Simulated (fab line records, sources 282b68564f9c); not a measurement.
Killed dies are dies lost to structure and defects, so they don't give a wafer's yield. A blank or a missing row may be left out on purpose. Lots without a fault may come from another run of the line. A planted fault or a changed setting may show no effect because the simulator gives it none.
A struck lot beside a sound one | flow rit_cmos | 35 steps out of a route of 202
Sound: wafers L648.1, L648.4, L648.6. Struck: wafers L652.1, L652.2, L652.4. The cause comes at the end.
At each step with rows: each side's tool, then ch and its chambers, then its first start. Under that, the readings that differ: sound wafers | struck wafers | difference of the means | sigmas: that difference in standard deviations of wafers without a fault.
alike: readings whose means differ by less than 2 such deviations, and words and numbers that are the same on both sides. not compared: withheld readings, readings that some wafer has no value for, bounds like >300 that may hide the same value, and numbers for which the record gives no deviation and whose values overlap.
The two part at a step that has a row with sigmas, a row that says differs or no value, or rows on one side only. Numbers that don't overlap but have no deviation are shown without sigmas and don't part them. A reading that every wafer of one side lacks parts them only if that side has two wafers or more.

first, 4 steps without rows for these wafers: RIT_ACTIVE_CLEAN_15 (cleans in SC1, time 600 s); RIT_ACTIVE_CLEAN_16 (cleans in dHF, time 30 s); RIT_ACTIVE_CLEAN_17 (cleans in SC2, time 600 s); RIT_FOX1_OXIDATION_00 (target thk 350.7 nm, ox time 1130 s).
RIT_FOX1_THK_MEAS_01:
  sound on film_metro-04, day 2 09:56; struck on film_metro-04, day 3 06:43
  alike: FOX1_OXIDE_THK
then, 2 steps without rows for these wafers: RIT_FOX1_WET_ETCH_02 (etches SiO2 in BOE, target depth 350 nm, time 390 s); RIT_FOX2_OXIDATION_00 (target thk 350.7 nm, ox time 1130 s).
RIT_FOX2_THK_MEAS_01:
  sound on film_metro-04, day 2 12:37; struck on film_metro-01, day 3 09:08
  alike: FOX2_OXIDE_THK
then, 2 steps without rows for these wafers: RIT_FOX2_CLEAN_02 (cleans in dHF, time 180 s); RIT_FOX2_WET_ETCH_03 (etches Si3N4 in H3PO4, target depth 195 nm, time 2700 s).
RIT_FOX2_THK_MEAS_90:
  sound on film_metro-01, day 2 13:29; struck on film_metro-04, day 3 10:01
  alike: FIELD_OXIDE_LEFT_1_THK
then, 1 step without rows for these wafers: RIT_NWELL_HMDS_00 (prime time 60 s).
RIT_NWELL_COAT_01: resist thk 1300 nm.
  sound on litho_track-01 ch 0, day 2 13:42; struck on litho_track-04, day 3 10:13
  no value came back on the struck wafers for chill_plate_temp_C (C), dispense_pressure_kPa (kPa); on the sound wafers chill_plate_temp_C (C) reads 23.06 23.06 23.10
then, 4 steps without rows for these wafers: RIT_NWELL_SOFTBAKE_02 (time 60 s); RIT_NWELL_EXPOSE_03 (exposes mask M2, target cd 43900 nm); RIT_NWELL_PEB_04; RIT_NWELL_DEVELOP_05 (develop time 68 s).
RIT_NWELL_OVL_MEAS_06:
  sound on overlay-01, day 2 14:26; struck on overlay-02, day 3 11:05
  reading        | sound          | struck | difference                    | sigmas
  NWELL_OVL (nm) | -1.6 -2.3 -0.3 | - - -  | no value on the struck wafers |
then, 2 steps without rows for these wafers: RIT_NWELL_HARDBAKE_07 (time 120 s); RIT_NWELL_IMPLANT_08.
RIT_NWELL_STRIP_09: strips in O2, time 180 s.
  sound on plasma_asher-01 ch 0,1, day 2 14:52; struck on plasma_asher-03 ch 0,1, day 3 11:31
  alike: drypump_motor_current_A
  not compared: rf_hours_counter_h
RIT_NWELL_TW_MEAS_10:
  sound on film_metro-02, day 2 15:02; struck on film_metro-04, day 3 11:41
  alike: NWELL_TW
then, 6 steps without rows for these wafers: RIT_PWELL_HMDS_00 (prime time 60 s); RIT_PWELL_COAT_01 (resist thk 1300 nm); RIT_PWELL_SOFTBAKE_02 (time 60 s); RIT_PWELL_EXPOSE_03 (exposes mask M3, target cd 43700 nm); RIT_PWELL_PEB_04; RIT_PWELL_DEVELOP_05 (develop time 68 s).
RIT_PWELL_OVL_MEAS_06:
  sound on overlay-02, day 2 16:19; struck on overlay-02, day 3 12:45
  alike: PWELL_OVL
then, 2 steps without rows for these wafers: RIT_PWELL_HARDBAKE_07 (time 120 s); RIT_PWELL_IMPLANT_08.
RIT_PWELL_STRIP_09: strips in O2, time 180 s.
  sound on plasma_asher-02 ch 0,1, day 2 16:45; struck on plasma_asher-01 ch 0,1, day 3 13:11
  alike: drypump_motor_current_A
  not compared: rf_hours_counter_h
RIT_PWELL_TW_MEAS_10:
  sound on film_metro-04, day 2 16:56; struck on film_metro-02, day 3 13:22
  reading  | sound       | struck         | difference | sigmas
  PWELL_TW | 962 962 959 | 2208 2214 2197 | +1245      | +99 or more
then, 1 step without rows for these wafers: RIT_WELLDRIVE_ANNEAL_00 (time 14700 s).
RIT_M1_PROBE_99:
  sound on prober-01, day 4 12:20; struck on prober-01, day 5 08:12
  reading             | sound | struck      | difference | sigmas
  killed_at_front_end | 3 7 6 | 264 264 264 | +259       | +83
  killed_dies         | 3 7 7 | 264 264 264 | +258       | +83
  killed_on_rim       | 0 3 0 | 70 70 70    | +69        | +53
  alike: killed_at_contacts, killed_open, killed_short

WHERE THEY PART
First at RIT_NWELL_COAT_01; last, within this record, at RIT_M1_PROBE_99.

WHY: what the simulator had put in
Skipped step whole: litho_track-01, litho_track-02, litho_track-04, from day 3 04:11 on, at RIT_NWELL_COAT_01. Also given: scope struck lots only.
